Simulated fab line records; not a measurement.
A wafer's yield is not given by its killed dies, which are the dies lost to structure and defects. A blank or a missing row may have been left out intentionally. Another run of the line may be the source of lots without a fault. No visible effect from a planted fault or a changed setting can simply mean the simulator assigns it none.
Which tool is to blame? ; flow berkeley_cmos170 ; 14 lots, 42 wafers sampled, at 5 steps of a route of 331

== WHAT THE GAUGES READ, wafer by wafer ==
UCB170_V1_THK_MEAS_01.
lot;measured;on;V1_TEOS_THK (nm)
L356;day 8 16:25;film_metro-03;1992 1994 2024
L357;day 9 07:33;film_metro-01;1978 2025 2016
L360;day 9 08:54;film_metro-01;1979 2019 2007
L359;day 9 10:13;film_metro-03;1984 2021 2012
L363;day 10 01:25;film_metro-01;1998 1971 1998
L362;day 10 02:44;film_metro-01;1974 1977 1941
L361;day 10 02:46;film_metro-03;1996 1996 2003
L365;day 10 17:42;film_metro-01;1969 2026 1992
L366;day 10 22:18;film_metro-02;1984 1958 2014
L367;day 11 01:10;film_metro-01;2011 1990 2025
L369;day 11 15:00;film_metro-03;1948 2000 1989
L373;day 12 00:04;film_metro-01;2176 2191 2219
L375;day 13 03:33;film_metro-03;1966 1963 1989
L378;day 13 03:33;film_metro-02;2190 2190 2216

UCB170_V2_THK_MEAS_04.
lot;measured;on;V2_POLISHED_THK (nm)
L356;day 8 21:58;film_metro-03;998.6 1002.9 1001.6
L357;day 9 13:50;film_metro-01;999.0 998.8 995.8
L360;day 9 15:44;film_metro-01;999.0 1000.8 998.8
L359;day 9 16:49;film_metro-03;997.6 999.4 997.9
L363;day 10 06:58;film_metro-01;1000.5 1000.9 1002.2
L362;day 10 08:26;film_metro-01;999.7 999.7 1000.7
L361;day 10 09:44;film_metro-03;999.8 1001.1 999.5
L365;day 11 01:10;film_metro-03;1002.4 1001.1 999.7
L366;day 11 05:31;film_metro-03;1000.0 1001.4 999.2
L367;day 11 09:09;film_metro-04;999.8 999.8 999.7
L369;day 11 23:34;film_metro-01;999.2 1002.0 1000.3
L373;day 12 06:34;film_metro-03;997.5 997.7 999.9
L375;day 13 13:05;film_metro-01;999.7 1001.0 1002.1
L378;day 13 12:43;film_metro-03;1001.2 1001.0 1001.2

== EACH LOT AND THE TOOL THAT RAN IT (in order: tool; ch and the chambers of the sampled wafers; start) ==
lot;UCB170_NSD_STRIP_09;UCB170_V1_CVD_00;UCB170_V2_CMP_02
L356;plasma_asher-03 ch 0,1, day 8 05:29;pecvd-02 ch 1,2, day 8 16:16;cmp-01 ch 1,2,3, day 8 21:32
L357;plasma_asher-04 ch 0,1, day 8 21:08;pecvd-02 ch 0,1,2, day 9 07:24;cmp-01 ch 0,2,3, day 9 13:27
L360;plasma_asher-01 ch 0,1, day 8 21:40;pecvd-01 ch 0,2, day 9 08:44;cmp-02 ch 0,3, day 9 15:21
L359;plasma_asher-04 ch 0,1, day 8 21:52;pecvd-03 ch 0,1,2, day 9 10:04;cmp-01 ch 2,3, day 9 16:23
L363;plasma_asher-03 ch 0,1, day 9 14:44;pecvd-02 ch 0,1, day 10 01:15;cmp-02 ch 1,2,3, day 10 06:32
L362;plasma_asher-04 ch 0,1, day 9 14:58;pecvd-03 ch 0,1,2, day 10 02:35;cmp-02 ch 0,1,2, day 10 08:01
L361;plasma_asher-01 ch 0,1, day 9 15:14;pecvd-01 ch 0,1,2, day 10 02:40;cmp-02 ch 1,2,3, day 10 09:23
L365;plasma_asher-01 ch 0,1, day 10 06:05;pecvd-03 ch 0,2, day 10 17:31;cmp-02 ch 0,1,2, day 11 00:50
L366;plasma_asher-04 ch 0,1, day 10 12:02;pecvd-01 ch 0,1,2, day 10 22:09;cmp-02 ch 0,1,2, day 11 05:08
L367;plasma_asher-04 ch 0,1, day 10 12:46;pecvd-02 ch 0,1,2, day 11 01:00;cmp-02 ch 2,3, day 11 08:44
L369;plasma_asher-03 ch 0,1, day 11 04:34;pecvd-03 ch 1,2, day 11 14:51;cmp-02 ch 1,2,3, day 11 23:14
L373;plasma_asher-01 ch 0,1, day 11 08:34;pecvd-03 ch 1,2, day 11 23:54;cmp-01 ch 1,2, day 12 06:12
L375;plasma_asher-04 ch 0,1, day 12 11:51;pecvd-01 ch 1,2, day 13 03:23;cmp-01 ch 0,1, day 13 12:40
L378;plasma_asher-04 ch 0,1, day 12 12:08;pecvd-03 ch 0,1, day 13 03:23;cmp-02 ch 0,1,3, day 13 12:24
- UCB170_NSD_STRIP_09: strips in O2.
- UCB170_V1_CVD_00: deposits SiO2 from TEOS/O2, target thk 2000 nm, time 250 s.
- UCB170_V2_CMP_02: polishes SiO2.

== WHAT THE TOOLS THEMSELVES READ (means of the sampled wafers that have a number; where no wafer has one, the mark that the record gives instead) ==
UCB170_NSD_STRIP_09.
lot;tool;drypump_motor_current_A (A);oes_product_au (a.u.);strip_time_to_endpoint_s (s)
L356;plasma_asher-03;5.7;0.530;35.82
L357;plasma_asher-04;5.5;0.534;35.94
L360;plasma_asher-01;6.1;0.535;35.70
L359;plasma_asher-04;5.6;0.531;35.89
L363;plasma_asher-03;5.7;0.534;35.85
L362;plasma_asher-04;5.5;0.533;35.88
L361;plasma_asher-01;6.0;0.532;35.82
L365;plasma_asher-01;6.0;0.533;35.88
L366;plasma_asher-04;5.5;0.533;35.84
L367;plasma_asher-04;5.6;0.539;35.86
L369;plasma_asher-03;5.3;0.535;35.83
L373;plasma_asher-01;6.1;0.538;35.79
L375;plasma_asher-04;5.5;0.538;35.87
L378;plasma_asher-04;5.5;0.533;35.84

UCB170_V1_CVD_00.
lot;tool;heater_power_w (W);rf_fwd_power_W (W)
L356;pecvd-02;292;548.8
L357;pecvd-02;279;547.2
L360;pecvd-01;344;547.2
L359;pecvd-03;219;547.7
L363;pecvd-02;272;548.5
L362;pecvd-03;219;547.4
L361;pecvd-01;253;547.5
L365;pecvd-03;235;547.4
L366;pecvd-01;262;547.1
L367;pecvd-02;267;547.8
L369;pecvd-03;206;548.7
L373;pecvd-03;166;768.2
L375;pecvd-01;329;547.7
L378;pecvd-03;209;769.5

UCB170_V2_CMP_02.
lot;tool;motor_current_A (A)
L356;cmp-01;16.4
L357;cmp-01;16.3
L360;cmp-02;15.1
L359;cmp-01;14.8
L363;cmp-02;15.7
L362;cmp-02;15.1
L361;cmp-02;15.9
L365;cmp-02;15.0
L366;cmp-02;15.2
L367;cmp-02;17.1
L369;cmp-02;15.7
L373;cmp-01;13.5
L375;cmp-01;16.0
L378;cmp-02;14.4

== THE ANSWER, worked out from the rows above alone ==
Rule: usual is defined by the lots themselves. Put in order of their means at a reading, lots are off if they are a third of the lots or fewer, leave a main group of 4 or more, and stand apart from it by a gap of 3 or more times the standard deviation of the main group's means; of several such gaps the widest counts. The tables above print the reading to a certain number of digits; a main group whose means all agree to those digits is not used. Also off: a lot with no number at a reading for which 4 or more lots have one. The other lots that the step has rows for count as sound. The gauges are gone through in route order, then the tools' own readings, and for those a lot's mean is taken as printed above. The first step at which some lot is off is used, and at that step the reading that is off furthest; a lot without a number counts as furthest.
Off: L373, L378, seen at UCB170_V1_THK_MEAS_01 (V1_TEOS_THK). The main group: mean 1992 nm, standard deviation 14.
A tool fits if, at a process step before that reading, it ran every lot that is off, and no sound lot after the first of them. The gauges at UCB170_V1_THK_MEAS_01 aren't tried: what is off there is off at UCB170_V1_CVD_00 too, on other tools, and a gauge's error can't cause that. One fits: pecvd-03 at UCB170_V1_CVD_00. Its last sound lot is L369 (day 11 14:51), its first lot that is off L373 (day 11 23:54): a fault that began between those two fits.
On the lots that are off, the tool's own readings at UCB170_V1_CVD_00 differ by more than 5 times the standard deviation of the sound lots' means, which bears it out; rf_fwd_power_W reads 768.9 W there versus 547.8 W on the sound lots.

== WHAT HAD BEEN PUT IN BY THE SIMULATOR ==
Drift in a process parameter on pecvd-03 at UCB170_V1_CVD_00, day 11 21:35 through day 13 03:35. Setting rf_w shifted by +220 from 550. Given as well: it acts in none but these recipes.
Shown lots that were struck: L373, L378. The rule above reached the same finding.
